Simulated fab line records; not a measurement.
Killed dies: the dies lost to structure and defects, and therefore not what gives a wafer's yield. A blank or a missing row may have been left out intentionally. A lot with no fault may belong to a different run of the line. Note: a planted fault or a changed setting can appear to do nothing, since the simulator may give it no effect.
Which tool is to blame? :: flow berkeley-cmos170 :: 16 lots, 48 wafers sampled, at 2 steps of a route of 331

== WHAT THE GAUGES SHOWED, per wafer ==
UCB170_NSD_CD_MEAS_06: target cd 1200 nm. Usual: cd-nm at 1200.0 nm, with a standard deviation of 1.5.
lot: L871
measured: day 8 06:02
on: cd-sem-02
cd-nm (nm): 1199.5 1200.9 1201.4
flag: 

lot: L870
measured: day 8 06:29
on: cd-sem-01
cd-nm (nm): 1198.5 1197.2 1196.6
flag: 

lot: L869
measured: day 8 06:47
on: cd-sem-02
cd-nm (nm): 1122.2 1121.6 1123.0 1122.2 1121.9 1123.5
flag: OFF

lot: L872
measured: day 8 07:05
on: cd-sem-02
cd-nm (nm): 1122.1 1121.0 1121.8 1122.2 1120.9 1122.0
flag: OFF

lot: L873
measured: day 8 11:40
on: cd-sem-01
cd-nm (nm): 1136.5 1134.5 1135.8 1136.9 1134.7 1136.0
flag: OFF

lot: L875
measured: day 9 06:12
on: cd-sem-01
cd-nm (nm): 1198.9 1198.3 1199.7
flag: 

lot: L874
measured: day 9 06:50
on: cd-sem-01
cd-nm (nm): 1141.1 1141.0 1140.2 1141.1 1141.0 1140.5
flag: OFF

lot: L876
measured: day 9 12:41
on: cd-sem-02
cd-nm (nm): 1197.9 1199.6 1197.5
flag: 

lot: L885
measured: day 10 21:28
on: cd-sem-01
cd-nm (nm): 1201.9 1202.8 1203.0
flag: 

lot: L882
measured: day 10 21:46
on: cd-sem-02
cd-nm (nm): 1199.9 1199.4 1198.5
flag: 

lot: L887
measured: day 11 22:44
on: cd-sem-01
cd-nm (nm): 1203.0 1202.2 1202.2
flag: 

lot: L889
measured: day 11 23:21
on: cd-sem-02
cd-nm (nm): 1199.8 1199.6 1200.2
flag: 

lot: L886
measured: day 11 23:35
on: cd-sem-01
cd-nm (nm): 1200.2 1200.0 1201.3
flag: 

lot: L891
measured: day 11 23:52
on: cd-sem-02
cd-nm (nm): 1198.5 1199.0 1198.1
flag: 

lot: L890
measured: day 12 05:53
on: cd-sem-01
cd-nm (nm): 1201.3 1201.3 1200.3
flag: 

lot: L888
measured: day 12 06:39
on: cd-sem-01
cd-nm (nm): 1200.0 1201.5 1201.3
flag: 

== WHICH TOOL RAN EACH LOT (tool, then ch and the chambers of the sampled wafers, then the start) ==
lot: L871
UCB170_NSD_PEB_04: litho-track-03 ch 0, day 8 05:46

lot: L870
UCB170_NSD_PEB_04: litho-track-02 ch 0, day 8 06:13

lot: L869
UCB170_NSD_PEB_04: litho-track-03 ch 0, day 8 06:31

lot: L872
UCB170_NSD_PEB_04: litho-track-03 ch 0, day 8 06:49

lot: L873
UCB170_NSD_PEB_04: litho-track-03 ch 0, day 8 11:23

lot: L875
UCB170_NSD_PEB_04: litho-track-02 ch 0, day 9 05:56

lot: L874
UCB170_NSD_PEB_04: litho-track-03 ch 0, day 9 06:34

lot: L876
UCB170_NSD_PEB_04: litho-track-02 ch 0, day 9 12:26

lot: L885
UCB170_NSD_PEB_04: litho-track-02 ch 0, day 10 21:12

lot: L882
UCB170_NSD_PEB_04: litho-track-04 ch 0, day 10 21:29

lot: L887
UCB170_NSD_PEB_04: litho-track-04 ch 0, day 11 22:28

lot: L889
UCB170_NSD_PEB_04: litho-track-02 ch 0, day 11 23:05

lot: L886
UCB170_NSD_PEB_04: litho-track-02 ch 0, day 11 23:19

lot: L891
UCB170_NSD_PEB_04: litho-track-03 ch 0, day 11 23:35

lot: L890
UCB170_NSD_PEB_04: litho-track-04 ch 0, day 12 05:37

lot: L888
UCB170_NSD_PEB_04: litho-track-04 ch 0, day 12 06:23
- UCB170_NSD_PEB_04

== AS READ BY THE TOOLS THEMSELVES (means over the sampled wafers that have a number; for cases with no such wafer, the mark the record gives instead) ==
UCB170_NSD_PEB_04. Usual: heater-power-total-W 56.80 W, standard deviation 0.044; plate-temp-C 130.01 C, standard deviation 0.12.
lot: L871
tool: litho-track-03
heater-power-total-W (W): 56.81
plate-temp-C (C): 130.15
flag: 

lot: L870
tool: litho-track-02
heater-power-total-W (W): 56.81
plate-temp-C (C): 129.91
flag: 

lot: L869
tool: litho-track-03
heater-power-total-W (W): 52.14
plate-temp-C (C): 121.77
flag: OFF

lot: L872
tool: litho-track-03
heater-power-total-W (W): 52.11
plate-temp-C (C): 121.64
flag: OFF

lot: L873
tool: litho-track-03
heater-power-total-W (W): 52.14
plate-temp-C (C): 121.88
flag: OFF

lot: L875
tool: litho-track-02
heater-power-total-W (W): 56.77
plate-temp-C (C): 130.02
flag: 

lot: L874
tool: litho-track-03
heater-power-total-W (W): 52.13
plate-temp-C (C): 121.85
flag: OFF

lot: L876
tool: litho-track-02
heater-power-total-W (W): 56.82
plate-temp-C (C): 130.12
flag: 

lot: L885
tool: litho-track-02
heater-power-total-W (W): 56.78
plate-temp-C (C): 130.02
flag: 

lot: L882
tool: litho-track-04
heater-power-total-W (W): 56.81
plate-temp-C (C): 129.97
flag: 

lot: L887
tool: litho-track-04
heater-power-total-W (W): 56.78
plate-temp-C (C): 130.21
flag: 

lot: L889
tool: litho-track-02
heater-power-total-W (W): 56.83
plate-temp-C (C): 130.14
flag: 

lot: L886
tool: litho-track-02
heater-power-total-W (W): 56.77
plate-temp-C (C): 129.92
flag: 

lot: L891
tool: litho-track-03
heater-power-total-W (W): 56.76
plate-temp-C (C): 129.97
flag: 

lot: L890
tool: litho-track-04
heater-power-total-W (W): 56.82
plate-temp-C (C): 130.03
flag: 

lot: L888
tool: litho-track-04
heater-power-total-W (W): 56.75
plate-temp-C (C): 130.08
flag: 

== THE ANSWER, worked out from the rows above alone ==
Rule: lot off if the mean of its wafers having a number is beyond 3 standard deviations from the usual mean. Also off: a lot with no number at a reading for which 4 or more lots have one. The other lots that the step has rows for count as sound. The gauges are gone through in route order, then the tools' own readings, and for those a lot's mean is taken as printed above. The first step at which some lot is off is used, and at that step the reading that is off furthest; a lot without a number counts as furthest.
Off at UCB170_NSD_CD_MEAS_06 (cd-nm): L869, L872, L873, L874.
A tool fits if, at a process step before that reading, it ran every lot that is off, and no sound lot after the first of them. Not tried: the gauges at UCB170_NSD_CD_MEAS_06; whatever is off there is also off at UCB170_NSD_PEB_04, on other tools, and gauge error can't account for it. No candidate that was tried fits.

== WHAT THE SIMULATOR HAD PUT IN ==
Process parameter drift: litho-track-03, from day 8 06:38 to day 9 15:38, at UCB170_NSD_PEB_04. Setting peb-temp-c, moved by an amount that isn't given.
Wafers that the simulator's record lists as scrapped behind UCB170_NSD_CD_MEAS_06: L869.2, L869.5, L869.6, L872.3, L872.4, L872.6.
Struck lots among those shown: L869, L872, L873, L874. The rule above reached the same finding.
